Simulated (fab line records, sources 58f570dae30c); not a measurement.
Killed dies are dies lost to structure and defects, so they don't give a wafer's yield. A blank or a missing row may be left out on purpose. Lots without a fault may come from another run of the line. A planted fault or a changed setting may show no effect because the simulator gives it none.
Split-lot experiment | flow berkeley_cmos170 | 5 lots, 23 wafers read, on a route of 331 steps

THE SPLIT
At UCB170_NWELL_IMPLANT_14, the setting energy_kev was moved away from the recipe's 150 on 10 of the 23 wafers read, by -3.2% to +4.8%. The other wafers ran this setting at the recipe's value.

The reading is taken at the split's own step.

THE READING
implant.drp_nm (the simulator's own value, which no gauge read), in nm, at UCB170_NWELL_IMPLANT_14. The file gives no usual value for it.

wafer  | tool, chamber at the split | energy_kev as run | against the recipe | implant.drp_nm, nm | against lot-mates on the recipe
L074.2 | implanter-02, 0            | 150               | recipe             | 62.72              | -
L074.4 | implanter-02, 0            | 150               | recipe             | 62.72              | -
L074.5 | implanter-02, 0            | 150               | recipe             | 62.72              | -
L077.1 | implanter-01, 0            | 150               | recipe             | 62.72              | -
L077.2 | implanter-01, 0            | 150               | recipe             | 62.72              | -
L077.3 | implanter-01, 0            | 157.2             | +4.8%              | 64.97              | +2.25
L077.5 | implanter-01, 0            | 157.2             | +4.8%              | 64.97              | +2.25
L077.6 | implanter-01, 0            | 157.2             | +4.8%              | 64.97              | +2.25
L081.1 | implanter-02, 0            | 150               | recipe             | 62.72              | -
L081.5 | implanter-02, 0            | 150               | recipe             | 62.72              | -
L081.2 | implanter-02, 0            | 145.2             | -3.2%              | 61.15              | -1.57
L081.4 | implanter-02, 0            | 145.2             | -3.2%              | 61.15              | -1.57
L081.6 | implanter-02, 0            | 145.2             | -3.2%              | 61.15              | -1.57
L084.1 | implanter-02, 0            | 150               | recipe             | 62.72              | -
L084.5 | implanter-02, 0            | 150               | recipe             | 62.72              | -
L084.6 | implanter-02, 0            | 150               | recipe             | 62.72              | -
L084.2 | implanter-02, 0            | 154               | +2.7%              | 63.98              | +1.26
L084.4 | implanter-02, 0            | 154               | +2.7%              | 63.98              | +1.26
L085.1 | implanter-02, 0            | 145.3             | -3.1%              | 61.19              | -1.53
L085.2 | implanter-02, 0            | 145.3             | -3.1%              | 61.19              | -1.53
L085.4 | implanter-02, 0            | 150               | recipe             | 62.72              | -
L085.5 | implanter-02, 0            | 150               | recipe             | 62.72              | -
L085.6 | implanter-02, 0            | 150               | recipe             | 62.72              | -

THE FIT
A straight line over all 23 wafers: implant.drp_nm changes by +0.477 nm for each +1% of energy_kev; r = +1.00; the points scatter about the line by 0.02 nm.
The same after taking each lot's own level away (the mean of its wafers on the recipe; 23 wafers): +0.477 nm for each +1%; r = +1.00; scatter 0.02 nm.
On that fit, the largest move of energy_kev shifts the reading by 2.3 nm.
The lots' own levels span 62.720 to 62.720 nm.
So the lot-to-lot level changes the slope little: the two slopes agree.
Check: with one of the wafers moved furthest among these (+4.8%) left out of the fit, the line predicts +2.28 nm for it against its lot-mates. It came out at +2.25 nm against them.

OTHER SPLITS ON THESE WAFERS
These wafers also went through other splits before the reading. Each is held against what the fit with the lots' levels taken away leaves over:
other split on the same wafers      | wafers away from the commonest value | r with implant.drp_nm (lot level and that fit taken away)
UCB170_START_OXIDATION_02 temp_c    | 18                                   | +0.10
UCB170_ZERO_COAT_01 spin_rpm        | 9                                    | -0.19
UCB170_NWELL_OXIDATION_01 ox_time_s | 18                                   | +0.40

THE WHOLE CHAIN: every reading that the file lists as answering this split, in the file's order
step                    | what it does | reading                                                         | change (the file's fit)               | r (the file's)
UCB170_NWELL_IMPLANT_14 |              | implant.rp_nm (the simulator's own value, which no gauge read)  | +1.97 nm for each +1% of the setting  | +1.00
UCB170_NWELL_IMPLANT_14 |              | implant.drp_nm (the simulator's own value, which no gauge read) | +0.477 nm for each +1% of the setting | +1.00

THE FILE'S OWN FIT
implant.drp_nm changes by +0.477 nm for each +1% of energy_kev, r = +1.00.
